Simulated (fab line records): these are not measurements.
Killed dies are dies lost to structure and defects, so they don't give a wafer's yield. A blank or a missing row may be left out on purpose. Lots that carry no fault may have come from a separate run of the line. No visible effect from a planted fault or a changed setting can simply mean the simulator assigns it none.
fab line records | flow rit_cmos
record: lots: 6 wafers: 18 last_day: 7
route steps=202 shown PLDD@116 SPACER@125 NSD@131 PSD@142 SDANNEAL@153 SILICIDE@161 M1@202
lots untouched by any fault: they come from a run of this same line in which no faults occurred
start_h: start of the lot's first displayed wafer, in hours after the record's first day | wait_h: hours elapsed since this lot's preceding step | " same as the row above | L1.1+2: several wafers, shown together as one row | - no value, or no start given | * or withheld: withheld | < > ~ a bound
route shown NAME@n: a module of which the file shows steps, and the number in the route of the first | usual: the fault-free wafers' mean and standard deviation | same: alike in all rows | chamber/n: place in a boat | sites: readings site by site | _std_site: standard deviation across them | _edge_site: inner sites' mean taken away from outer sites' mean | radius_mm: how far each site lies from the wafer's centre | mask NAME#n: copy n | behind: the most recent tool/chamber to have shaped the wafer | hold: why the lot was held/for how many hours/how that ended | device: transistor that didn't switch, given as n, p or np | end of line: at the end of the route, the tests of the same wafers | for a step that has no rows: nothing shown but its recipe | killed: count of dies lost to structure and defects at first sort (not the wafer's yield) | map: shows each die of a wafer: x if killed, . if not, _ if none is there
set.NAME: the setting that was run; set.NAME@STEP: the one run at that earlier step | model.NAME: the simulator's own value behind a step, which no gauge read
lots at selected steps of the route; one table per step, one row per wafer
services: the hour from which a tool's chamber was out of use, counted from the record's first day as start_h (under 0 if before that day), plus the number of hours and why
== steps ==
step: RIT_PLDD_SOFTBAKE_02
recipe: resist: NOVOLAK temp_c: 90 time_s: 60
step: RIT_PLDD_EXPOSE_03
recipe: mask_id: M8 na: 0.57 target_cd_nm: 40900 dose_mj: 250
step: RIT_PLDD_PEB_04
recipe: resist: NOVOLAK temp_c: withheld time_s: withheld
step: RIT_PLDD_DEVELOP_05
recipe: resist: NOVOLAK develop_time_s: 50 dev_temp_c: 23
step: RIT_PLDD_OVL_MEAS_06
usual: PLDD_OVL: 0.1/1.4
columns lot.wafer tool chamber start_h wait_h PLDD_OVL[nm]
L218.2 overlay-01 - 58.78 - 0.8
L218.4 " - " " 0.8
L218.5 " - " " 1.0
L221.1 overlay-01 - 74.96 - -1.4
L221.2 " - " " -0.7
L221.4 " - " " -1.5
L225.1 overlay-01 - 92.27 - 0.8
L225.2 " - " " 1.1
L225.5 " - " " 1.1
L232.4 overlay-01 - 131.21 - -0.4
L232.5 " - " " -0.2
L232.6 " - " " 1.3
L234.2 overlay-01 - 139.48 - 2.2
L234.4 " - " " 2.1
L234.5 " - " " 2.8
L235.1 overlay-01 - 143.90 - 3.1
L235.2 " - " " 2.3
L235.3 " - " " 1.5
step: RIT_PLDD_HARDBAKE_07
recipe: resist: NOVOLAK temp_c: 140 time_s: 60
step: RIT_PLDD_IMPLANT_08
recipe: species: BF2 energy_kev: 20 dose_cm2: 9e+14 tilt_deg: 7
step: RIT_PLDD_STRIP_09
recipe: chemistry: O2 time_s: 180 resist: NOVOLAK platen_temp_c: withheld power_w: 500 pressure_mtorr: 4000 o2_flow_sccm: 4120
usual: drypump_motor_current_A: 5.7/0.37
columns lot.wafer tool chamber start_h wait_h drypump_motor_current_A rf_hours_counter_h
L218.2 plasma_asher-02 0 59.11 0.1 6.0 41
L218.4 " 1 " " 5.7 -
L218.5 " 0 " " 6.0 -
L221.1 plasma_asher-01 1 75.30 0.1 6.2 43
L221.2 " 0 " " 5.3 43
L221.4 " 1 " " 6.2 -
L225.1 plasma_asher-02 1 92.81 0.1 5.7 45
L225.2 " 0 " " 6.0 45
L225.5 " 0 " " 6.0 -
L232.4 plasma_asher-02 0 131.58 0.1 6.0 -
L232.5 " 1 " " 5.8 -
L232.6 " 0 " " 6.0 -
L234.2 plasma_asher-01 1 139.81 0.1 6.2 2
L234.4 " 1 " " 6.2 -
L234.5 " 0 " " 5.3 -
L235.1 plasma_asher-01 1 144.23 0.1 6.2 3
L235.2 " 0 " " 5.3 3
L235.3 " 1 " " 6.2 -
step: RIT_PLDD_TW_MEAS_10
usual: PLDD_TW: 2342/22
columns lot.wafer tool chamber start_h wait_h PLDD_TW
L218.2 film_metro-04 - 59.30 0.1 2329
L218.4 " - " " 2331
L218.5 " - " " 2333
L221.1 film_metro-02 - 75.47 0.1 2338
L221.2 " - " " 2338
L221.4 " - " " 2329
L225.1 film_metro-02 - 92.99 0.1 2325
L225.2 " - " " 2309
L225.5 " - " " 2321
L232.4 film_metro-02 - 131.73 0.1 2346
L232.5 " - " " 2348
L232.6 " - " " 2352
L234.2 film_metro-04 - 139.99 0.1 2343
L234.4 " - " " 2336
L234.5 " - " " 2352
L235.1 film_metro-01 - 144.41 0.1 2392
L235.2 " - " " 2397
L235.3 " - " " 2375
step: RIT_SPACER_CLEAN_00
recipe: chemistry: SC1 mix: 3:3:50 time_s: 600 temp_c: 75
step: RIT_SPACER_CLEAN_01
recipe: chemistry: dHF dilution: 50:1 time_s: 30
step: RIT_SPACER_CLEAN_02
recipe: chemistry: SC2 mix: 3:3:50 time_s: 600 temp_c: 75 dry: n2_spin
step: RIT_SPACER_CVD_03
recipe: material: Si3N4 target_thk_nm: 250 temp_c: 810 precursor: SiH2Cl2/NH3 time_s: 3300 pressure_mtorr: 300 sih2cl2_flow_sccm: 60 nh3_flow_sccm: 150
usual: nh3_flow_sccm: 150.0/0.47
columns lot.wafer tool chamber start_h wait_h nh3_flow_sccm model.Si3N4_of_SPACER_CVD_03.thk_nm
L218.2 lpcvd-02 1 59.75 0.0 150.5 250.8
L218.4 " 1 " " 150.6 250
L218.5 " 1 " " 150.7 249.8
L221.1 lpcvd-02 1 75.90 0.0 148.9 253.7
L221.2 " 1 " " 148.8 252.3
L221.4 " 1 " " 148.9 253.1
L225.1 lpcvd-02 1 93.53 0.1 149.9 81.75
L225.2 " 1 " " 150.8 80.8
L225.5 " 1 " " 150.5 82.76
L232.4 lpcvd-02 1 132.48 0.4 150.1 81.33
L232.5 " 1 " " 150.4 82.67
L232.6 " 1 " " 149.9 79.92
L234.2 lpcvd-01 0 140.41 0.0 150.2 254.8
L234.4 " 0 " " 150.2 252.3
L234.5 " 0 " " 150.1 252.4
L235.1 lpcvd-01 1 144.90 0.0 150.8 250.4
L235.2 " 1 " " 150.2 251
L235.3 " 1 " " 150.4 250.5
step: RIT_SPACER_THK_MEAS_04
recipe: reads: Si3N4_of_SPACER_CVD_03
usual: SPACER_NITRIDE_THK: 250.8/2.1
columns lot.wafer tool chamber start_h wait_h SPACER_NITRIDE_THK[nm]
L218.2 film_metro-03 - 61.67 0.0 250.7
L218.4 " - " " 249.9
L218.5 " - " " 249.9
L221.1 film_metro-04 - 77.82 0.0 253.4
L221.2 " - " " 252.2
L221.4 " - " " 253.0
L225.1 film_metro-04 - 95.45 0.6 81.8
L225.2 " - " " 80.8
L225.5 " - " " 82.7
L232.4 film_metro-03 - 134.43 0.6 81.3
L232.5 " - " " 82.6
L232.6 " - " " 79.9
L234.2 film_metro-01 - 144.74 0.0 254.8
L234.4 " - " " 252.3
L234.5 " - " " 252.8
L235.1 film_metro-03 - 147.78 0.0 250.3
L235.2 " - " " 251.1
L235.3 " - " " 250.7
step: RIT_SPACER_ETCHBACK_05
recipe: target_depth_a: 2500 SF6_flow_sccm: 30 CHF3_flow_sccm: 30 target: Si3N4 chemistry: SF6/CHF3 pressure_mtorr: 40 rf_w: 250 time_s: 240 stop_on: SiO2
usual: drypump_motor_current_A: 6.0/0.58 oes_product_au: 0.849/0.012 throttle_valve_pct: 10.29/0.16
columns lot.wafer tool chamber start_h wait_h drypump_motor_current_A oes_product_au rf_hours_counter_h throttle_valve_pct model.etch.depth_nm
L218.2 rie_diel-04 2 61.72 0.0 5.3 0.832 106 10.14 250.8
L218.4 " 0 " " 6.6 0.860 108 10.29 250
L218.5 " 3 " " 6.7 0.833 - 10.59 249.8
L221.1 rie_diel-04 3 77.88 0.1 6.7 0.853 60 10.60 253.7
L221.2 " 2 " " 5.3 0.822 107 10.17 252.3
L221.4 " 2 " " 5.3 0.840 - 10.16 253.1
L225.1 rie_diel-02 1 95.51 0.1 5.7 0.441 26 9.93 81.75
L225.2 " 0 " " 5.4 0.433 9 10.07 80.8
L225.5 " 2 " " 5.4 0.450 - 10.22 82.76
L232.4 rie_diel-04 3 134.46 0.0 6.7 0.422 62 10.45 81.33
L232.5 " 1 " " 6.5 0.439 - 10.29 82.67
L232.6 " 0 " " 6.5 0.431 - 10.15 79.92
L234.2 rie_diel-02 3 144.79 0.0 6.2 0.855 107 10.30 254.8
L234.4 " 0 " " 5.4 0.843 10 10.21 252.3
L234.5 " 2 " " 5.4 0.873 - 10.36 252.4
L235.1 rie_diel-04 2 147.84 0.1 5.3 0.841 108 10.16 250.4
L235.2 " 3 " " 6.7 0.847 62 10.59 251
L235.3 " 0 " " 6.5 0.851 109 10.29 250.5
step: RIT_NSD_HMDS_00
recipe: prime_time_s: 60 prime_temp_c: 140
step: RIT_NSD_COAT_01
recipe: resist: NOVOLAK spin_rpm: 3250 resist_thk_nm: 1000
step: RIT_NSD_SOFTBAKE_02
recipe: resist: NOVOLAK temp_c: 90 time_s: 57.18
step: RIT_NSD_EXPOSE_03
recipe: mask_id: M9 na: 0.57 target_cd_nm: 40700 dose_mj: 250
step: RIT_NSD_PEB_04
recipe: resist: NOVOLAK temp_c: withheld time_s: withheld
step: RIT_NSD_DEVELOP_05
recipe: resist: NOVOLAK develop_time_s: 50 dev_temp_c: 23
step: RIT_NSD_OVL_MEAS_06
usual: NSD_OVL: -0.9/1.6
columns lot.wafer tool chamber start_h wait_h NSD_OVL[nm]
L218.2 overlay-02 - 62.85 - -2.8
L218.4 " - " " -2.8
L218.5 " - " " -2.8
L221.1 overlay-02 - 78.88 - -3.4
L221.2 " - " " -4.2
L221.4 " - " " -3.2
L225.1 overlay-01 - 96.51 - 0.2
L225.2 " - " " 0.8
L225.5 " - " " -0.2
L232.4 overlay-01 - 135.47 - -2.0
L232.5 " - " " 0.1
L232.6 " - " " -0.9
L234.2 overlay-01 - 145.92 - 2.1
L234.4 " - " " 1.9
L234.5 " - " " 2.3
L235.1 overlay-01 - 148.96 - -3.3
L235.2 " - " " -1.5
L235.3 " - " " -1.3
step: RIT_NSD_HARDBAKE_07
recipe: resist: NOVOLAK temp_c: 140 time_s: 60
step: RIT_NSD_IMPLANT_08
recipe: species: P energy_kev: 25 dose_cm2: 1e+15 tilt_deg: 7
step: RIT_NSD_STRIP_09
recipe: chemistry: O2 time_s: 180 resist: NOVOLAK platen_temp_c: withheld power_w: 500 pressure_mtorr: 4000 o2_flow_sccm: 4000
usual: drypump_motor_current_A: 5.57/0.29
columns lot.wafer tool chamber start_h wait_h drypump_motor_current_A rf_hours_counter_h
L218.2 plasma_asher-04 1 63.18 0.1 5.33 27
L218.4 " 0 " " 5.73 -
L218.5 " 1 " " 5.33 -
L221.1 plasma_asher-04 0 79.21 0.1 5.71 29
L221.2 " 1 " " 5.36 29
L221.4 " 0 " " 5.72 -
L225.1 plasma_asher-04 0 96.84 0.1 5.73 31
L225.2 " 1 " " 5.34 31
L225.5 " 1 " " 5.36 -
L232.4 plasma_asher-02 0 135.85 0.1 5.97 -
L232.5 " 0 " " 5.97 -
L232.6 " 1 " " 5.73 -
L234.2 plasma_asher-02 0 146.25 0.1 5.96 51
L234.4 " 0 " " 5.98 -
L234.5 " 1 " " 5.76 -
L235.1 plasma_asher-04 0 149.30 0.1 5.73 35
L235.2 " 1 " " 5.33 35
L235.3 " 1 " " 5.35 -
step: RIT_NSD_TW_MEAS_10
usual: NSD_TW: 3120/31
columns lot.wafer tool chamber start_h wait_h NSD_TW
L218.2 film_metro-02 - 63.37 0.1 3103
L218.4 " - " " 3097
L218.5 " - " " 3104
L221.1 film_metro-01 - 79.39 0.1 3168
L221.2 " - " " 3162
L221.4 " - " " 3156
L225.1 film_metro-02 - 97.02 0.1 3100
L225.2 " - " " 3114
L225.5 " - " " 3097
L232.4 film_metro-01 - 136.00 0.1 3152
L232.5 " - " " 3169
L232.6 " - " " 3153
L234.2 film_metro-01 - 146.43 0.1 3171
L234.4 " - " " 3168
L234.5 " - " " 3168
L235.1 film_metro-02 - 149.47 0.1 3132
L235.2 " - " " 3145
L235.3 " - " " 3112
step: RIT_PSD_HMDS_00
recipe: prime_time_s: 60 prime_temp_c: 140
step: RIT_PSD_COAT_01
recipe: resist: NOVOLAK spin_rpm: 3250 resist_thk_nm: 1000
step: RIT_PSD_SOFTBAKE_02
recipe: resist: NOVOLAK temp_c: 90 time_s: 60
step: RIT_PSD_EXPOSE_03
recipe: mask_id: M10 na: 0.57 target_cd_nm: 40900 dose_mj: 250
step: RIT_PSD_PEB_04
recipe: resist: NOVOLAK temp_c: withheld time_s: withheld
step: RIT_PSD_DEVELOP_05
recipe: resist: NOVOLAK develop_time_s: 50 dev_temp_c: 23
step: RIT_PSD_OVL_MEAS_06
usual: PSD_OVL: -0.7/1.4
columns lot.wafer tool chamber start_h wait_h PSD_OVL[nm]
L218.2 overlay-01 - 64.27 - 0.3
L218.4 " - " " -0.5
L218.5 " - " " -0.5
L221.1 overlay-01 - 80.51 - -0.8
L221.2 " - " " -0.8
L221.4 " - " " -1.5
L225.1 overlay-02 - 98.05 - -2.9
L225.2 " - " " -1.5
L225.5 " - " " -0.2
L232.4 overlay-01 - 136.90 - -1.9
L232.5 " - " " 0.1
L232.6 " - " " 0.3
L234.2 overlay-02 - 147.34 - 0.9
L234.4 " - " " -0.8
L234.5 " - " " 0.2
L235.1 overlay-02 - 150.51 - 0.3
L235.2 " - " " -1.5
L235.3 " - " " -0.2
step: RIT_PSD_HARDBAKE_07
recipe: resist: NOVOLAK temp_c: 140 time_s: 60
step: RIT_PSD_IMPLANT_08
recipe: species: BF2 energy_kev: 27 dose_cm2: 4.937e+15 tilt_deg: 7
step: RIT_PSD_STRIP_09
recipe: chemistry: O2 time_s: 180 resist: NOVOLAK platen_temp_c: withheld power_w: 500 pressure_mtorr: 4000 o2_flow_sccm: 4000
usual: drypump_motor_current_A: 5.7/0.32
columns lot.wafer tool chamber start_h wait_h drypump_motor_current_A rf_hours_counter_h
L218.2 plasma_asher-04 1 64.62 0.1 5.3 27
L218.4 " 1 " " 5.3 -
L218.5 " 0 " " 5.7 -
L221.1 plasma_asher-04 1 80.99 0.3 5.3 29
L221.2 " 0 " " 5.7 29
L221.4 " 0 " " 5.7 -
L225.1 plasma_asher-02 1 98.39 0.1 5.8 45
L225.2 " 0 " " 5.9 45
L225.5 " 0 " " 6.0 -
L232.4 plasma_asher-02 1 137.27 0.1 5.8 -
L232.5 " 0 " " 6.0 -
L232.6 " 1 " " 5.7 -
L234.2 plasma_asher-04 0 147.67 0.1 5.7 34
L234.4 " 0 " " 5.7 -
L234.5 " 1 " " 5.4 -
L235.1 plasma_asher-02 0 150.84 0.1 5.9 51
L235.2 " 1 " " 5.8 51
L235.3 " 1 " " 5.8 -
step: RIT_PSD_TW_MEAS_10
usual: PSD_TW: 3422/31
columns lot.wafer tool chamber start_h wait_h PSD_TW
L218.2 film_metro-04 - 64.80 0.1 3407
L218.4 " - " " 3387
L218.5 " - " " 3417
L221.1 film_metro-04 - 81.16 0.1 3398
L221.2 " - " " 3410
L221.4 " - " " 3399
L225.1 film_metro-01 - 98.56 0.1 3456
L225.2 " - " " 3442
L225.5 " - " " 3464
L232.4 film_metro-04 - 137.42 0.1 3448
L232.5 " - " " 3434
L232.6 " - " " 3433
L234.2 film_metro-01 - 147.85 0.1 3466
L234.4 " - " " 3467
L234.5 " - " " 3472
L235.1 film_metro-04 - 151.02 0.1 3404
L235.2 " - " " 3404
L235.3 " - " " 3412
step: RIT_SDANNEAL_CLEAN_00
recipe: chemistry: SC1 mix: 3:3:50 time_s: 600 temp_c: 75
step: RIT_SDANNEAL_CLEAN_01
recipe: chemistry: dHF dilution: 50:1 time_s: 30
step: RIT_SDANNEAL_CLEAN_02
recipe: chemistry: SC2 mix: 3:3:50 time_s: 600 temp_c: 75 dry: n2_spin
step: RIT_SDANNEAL_RTA_03
recipe: temp_c: 1050 time_s: 5 idle_temp_c: 600 ramp_up_c_per_s: 342 ramp_down_c_per_s: 171 cool_to_c: 600 ambient: N2
usual: anneal_temp_c_max: 1054.8/0.93 wafer_temp_C_max: 1053.5/1.3
columns lot.wafer tool chamber start_h wait_h anneal_temp_c_max wafer_temp_C_max
L218.2 rtp_anneal-01 0 65.23 0.0 1053.8 1051.1
L218.4 " 0 " " 1054.5 1054.0
L218.5 " 0 " " 1054.4 1052.8
L221.1 rtp_anneal-02 0 81.59 0.0 1053.0 1052.3
L221.2 " 0 " " 1056.2 1053.1
L221.4 " 0 " " 1055.1 1053.9
L225.1 rtp_anneal-02 0 98.99 0.0 1054.2 1052.0
L225.2 " 0 " " 1055.9 1055.0
L225.5 " 0 " " 1056.3 1053.6
L232.4 rtp_anneal-01 0 137.85 0.0 1054.0 1052.2
L232.5 " 0 " " 1053.8 1054.9
L232.6 " 0 " " 1054.2 1056.6
L234.2 rtp_anneal-01 0 148.30 0.0 1054.5 1053.6
L234.4 " 0 " " 1053.8 1054.2
L234.5 " 0 " " 1055.8 1054.2
L235.1 rtp_anneal-02 0 151.46 0.0 1053.6 1052.5
L235.2 " 0 " " 1055.0 1053.0
L235.3 " 0 " " 1054.9 1051.8
step: RIT_SDANNEAL_RS_MEAS_04
recipe: thk_meas_gauge: four-point-probe
usual: PSD_RS: 115.97/0.24
columns lot.wafer tool chamber start_h wait_h PSD_RS[ohm/sq]
L218.2 film_metro-01 - 65.30 0.1 115.73
L218.4 " - " " 115.73
L218.5 " - " " 115.99
L221.1 film_metro-01 - 81.65 0.0 115.84
L221.2 " - " " 115.80
L221.4 " - " " 115.86
L225.1 film_metro-04 - 99.05 0.0 115.74
L225.2 " - " " 115.85
L225.5 " - " " 116.34
L232.4 film_metro-02 - 137.94 0.1 116.07
L232.5 " - " " 116.30
L232.6 " - " " 116.02
L234.2 film_metro-02 - 148.37 0.1 116.23
L234.4 " - " " 116.27
L234.5 " - " " 115.94
L235.1 film_metro-02 - 151.52 0.0 115.82
L235.2 " - " " 116.11
L235.3 " - " " 115.99
step: RIT_SILICIDE_WET_ETCH_00
recipe: chemistry: BOE target: SiO2 target_depth_nm: 14 time_s: 15 dry: n2_spin dilution: 10:1 temp_c: 21.5
columns lot.wafer tool chamber start_h wait_h model.Si3N4_of_SPACER_CVD_03.thk_nm
L218.2 wet_bench-01 3 65.76 0.1 196.2
L218.4 " 3 " " 194.1
L218.5 " 3 " " 193
L221.1 wet_bench-03 1 82.13 0.1 195.5
L221.2 " 1 " " 197.2
L221.4 " 1 " " 197.5
L225.1 wet_bench-03 3 99.53 0.1 62.77
L225.2 " 3 " " 62.18
L225.5 " 3 " " 63.31
L232.4 wet_bench-01 0 138.36 0.0 61.83
L232.5 " 0 " " 63.71
L232.6 " 0 " " 61.34
L234.2 wet_bench-01 2 148.83 0.1 198.3
L234.4 " 2 " " 195.9
L234.5 " 2 " " 196
L235.1 wet_bench-01 1 152.00 0.1 195.7
L235.2 " 1 " " 192.9
L235.3 " 1 " " 194.3
step: RIT_M1_PROBE_99
usual: killed_at_front_end: 7/3 killed_dies: 7/3.1 killed_open: 3.4/1.9 killed_short: 3.4/2.1
same: gross_dies: 264 killed_at_M0_to_M3: 0 killed_at_M4_up: 0 killed_at_back_side: 0 killed_at_contacts: 0 killed_at_other: 0
columns lot.wafer tool chamber start_h wait_h killed_at_front_end killed_dies killed_open killed_short model.etest.pldd.rs_ohm_sq model.etest.nldd.rs_ohm_sq model.etest.pplus_sal.width_nm model.etest.nplus_sal.width_nm model.etest.pldd.line_ohm_um model.etest.pwell_pinched.rs_ohm_sq model.etest.nwell_pinched.rs_ohm_sq model.etest.nldd.line_ohm_um
L218.2 prober-01 - 73.72 0.1 9 9 7 2 578.9 374.4 3417 3434 184.3 455.8 333.7 118.8
L218.4 prober-01 - 73.82 0.2 6 6 3 3 576 377.9 3442 3469 180.6 464.4 338.6 119
L218.5 prober-01 - 73.87 0.2 5 5 2 3 558.2 370.3 3457 3438 173.7 470.5 338.8 117.2
L221.1 prober-02 - 89.27 0.1 9 9 2 7 498 372.2 3479 3470 153.9 457.4 343.5 116.5
L221.2 prober-02 - 89.32 0.1 6 6 4 2 486.3 369.6 3456 3452 151.3 451.3 333.3 115.3
L221.4 prober-02 - 89.42 0.2 9 9 3 6 483.2 368.1 3470 3444 148.9 451 336.6 114.9
L225.1 prober-02 - 106.32 0.1 4 4 4 0 4.379 4.345 3715 3721 1.307 591.6 446.6 1.338
L225.2 prober-02 - 106.37 0.1 3 3 1 2 4.359 4.327 3706 3704 1.306 589.5 443.4 1.314
L225.5 prober-02 - 106.52 0.2 2 2 0 2 4.366 4.351 3681 3696 1.327 599.9 448.8 1.317
L232.4 prober-01 - 146.36 0.2 5 5 4 0 4.327 4.291 3719 3708 1.303 604.6 460.9 1.297
L232.5 prober-01 - 146.41 0.2 6 6 2 3 117.9 98.91 3703 3668 35.36 584.5 446.6 29.46
L232.6 prober-01 - 146.46 0.2 8 8 3 5 4.351 4.305 3703 3699 1.317 591.6 453.7 1.295
L234.2 prober-02 - 156.08 0.1 3 3 1 2 555.4 360.4 3470 3442 169.6 453 337.2 111.2
L234.4 prober-02 - 156.18 0.2 8 8 4 4 532.9 355.8 3473 3490 166.2 459.7 337.8 109.9
L234.5 prober-02 - 156.23 0.2 10 10 5 5 550.5 358.6 3470 3494 171.6 457.9 338.6 111.4
L235.1 prober-01 - 158.83 0.1 5 5 3 2 463.8 370.6 3444 3440 144.4 454.2 335.5 117.1
L235.2 prober-01 - 158.88 0.1 7 7 6 1 454.7 365.1 3461 3489 139.6 458 346 115.4
L235.3 prober-01 - 158.93 0.2 5 5 2 3 474.8 373.4 3455 3454 149.2 455.7 340.6 118
killed by level:class
L218.2 GATE:geometric_particle:open=4 FOX1:geometric_particle:open=2 GATE:geometric_particle:short=1 SPACER:geometric_particle:short=1 SILICIDE:geometric_particle:open=1
L218.4 GATE:geometric_particle:short=2 GATE:geometric_particle:open=2 FOX1:geometric_particle:short=1 SILICIDE:geometric_particle:open=1
L218.5 FOX1:geometric_particle:short=1 FOX2:geometric_particle:short=1 FOX2:geometric_particle:open=1 REOX:geometric_particle:open=1 SPACER:geometric_particle:short=1
L221.1 GATE:geometric_particle:short=3 FOX1:geometric_particle:short=2 FOX1:geometric_particle:open=1 GATE:geometric_particle:open=1 REOX:geometric_particle:short=1 SILICIDE:geometric_particle:short=1
L221.2 SPACER:geometric_particle:open=2 REOX:geometric_particle:short=1 REOX:geometric_particle:open=1 SPACER:geometric_particle:short=1 SILICIDE:geometric_particle:open=1
L221.4 FOX1:geometric_particle:short=3 FOX1:geometric_particle:open=2 FOX2:geometric_particle:short=1 GATE:geometric_particle:short=1 SPACER:geometric_particle:short=1 SILICIDE:geometric_particle:open=1
L225.1 SPACER:geometric_particle:open=2 FOX1:geometric_particle:open=1 GATE:geometric_particle:open=1
L225.2 FOX1:geometric_particle:open=1 FOX1:geometric_particle:short=1 GATE:geometric_particle:short=1
L225.5 FOX1:geometric_particle:short=1 SPACER:geometric_particle:short=1
L232.4 SILICIDE:geometric_particle:open=2 REOX:geometric_particle:open=1 SPACER:geometric_particle:open=1 GATE:coat_microbubble_printed=1
L232.5 SILICIDE:geometric_particle:short=2 GATE:geometric_particle:open=1 REOX:geometric_particle:short=1 SILICIDE:geometric_particle:open=1 GATE:coat_microbubble_printed=1
L232.6 REOX:geometric_particle:short=3 GATE:geometric_particle:short=2 GATE:geometric_particle:open=1 REOX:geometric_particle:open=1 SILICIDE:geometric_particle:open=1
L234.2 GATE:geometric_particle:short=2 SILICIDE:geometric_particle:open=1
L234.4 GATE:geometric_particle:short=4 GATE:geometric_particle:open=2 SPACER:geometric_particle:open=2
L234.5 GATE:geometric_particle:short=2 SPACER:geometric_particle:open=2 FOX1:geometric_particle:short=1 FOX1:geometric_particle:open=1 FOX2:geometric_particle:open=1 GATE:geometric_particle:open=1 REOX:geometric_particle:short=1 SPACER:geometric_particle:short=1
L235.1 SPACER:geometric_particle:open=2 SPACER:geometric_particle:short=2 SILICIDE:geometric_particle:open=1
L235.2 GATE:geometric_particle:open=4 GATE:geometric_particle:short=1 REOX:geometric_particle:open=1 SILICIDE:geometric_particle:open=1
L235.3 FOX2:geometric_particle:short=1 GATE:geometric_particle:short=1 GATE:geometric_particle:open=1 SILICIDE:geometric_particle:short=1 SILICIDE:geometric_particle:open=1
== services ==
columns tool chamber start_h hours kind
rie_diel-02 - 44.53 2.8 pm
rtp_anneal-01 - 69.45 3.5 pm
wet_bench-03 - 72.83 1.5 repair
rie_diel-04 1 74.75 5.0 repair
wet_bench-03 - 88.86 2.9 repair
plasma_asher-01 - 108.75 9.0 pm
plasma_asher-01 0 108.75 9.0 vent_cycle
plasma_asher-01 1 108.75 9.0 vent_cycle
plasma_asher-01 0 117.75 - clean
plasma_asher-01 1 117.75 - clean
plasma_asher-04 - 130.92 14.6 repair
lpcvd-01 - 133.83 1.9 repair
== key ==
first_sign: step: RIT_SPACER_THK_MEAS_04 reading: SPACER_NITRIDE_THK direction: down sigmas: 79 usual: 250.8 struck: 81.5
effect: step: RIT_SPACER_ETCHBACK_05 reading: oes_product_au direction: down sigmas: 33 usual: 0.849 struck: 0.436
model_effect: step: RIT_SPACER_CVD_03 value: Si3N4_of_SPACER_CVD_03.thk_nm without: 249.1 struck: 81.54
model_effect: step: RIT_SPACER_ETCHBACK_05 value: etch.depth_nm without: 249.1 struck: 81.54
model_effect: step: RIT_SILICIDE_WET_ETCH_00 value: Si3N4_of_SPACER_CVD_03.thk_nm without: 193.4 struck: 62.52
model_effect: step: RIT_M1_PROBE_99 value: etest.pldd.rs_ohm_sq without: 488.6 struck: 23.28
met_at RIT_SPACER_CVD_03
struck_wafers L225.1,L225.2,L225.5,L232.4,L232.5,L232.6
tester_left_out L225,L232
onset_between 75.90 93.53
also_fits RIT_PLDD_STRIP_09:plasma_asher-02
earlier_fault: kind: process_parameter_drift tool: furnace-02 chamber: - onset_h: 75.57 steps: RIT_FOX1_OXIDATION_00 channel: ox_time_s offset: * shape: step end_h: 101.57 acts_in: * stated: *
fault: kind: process_parameter_drift tool: lpcvd-02 chamber: 1 onset_h: 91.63 steps: RIT_SPACER_CVD_03 channel: time_s offset: * shape: step end_h: 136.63 acts_in: * stated: *
tester_left_out: of these lots the tester's yield and bins aren't shown, on N5 and GAA mostly nor the transistor test; their killed dies are dies lost to structure and defects alone, not to doping, threshold or leakage, so they don't give the yield
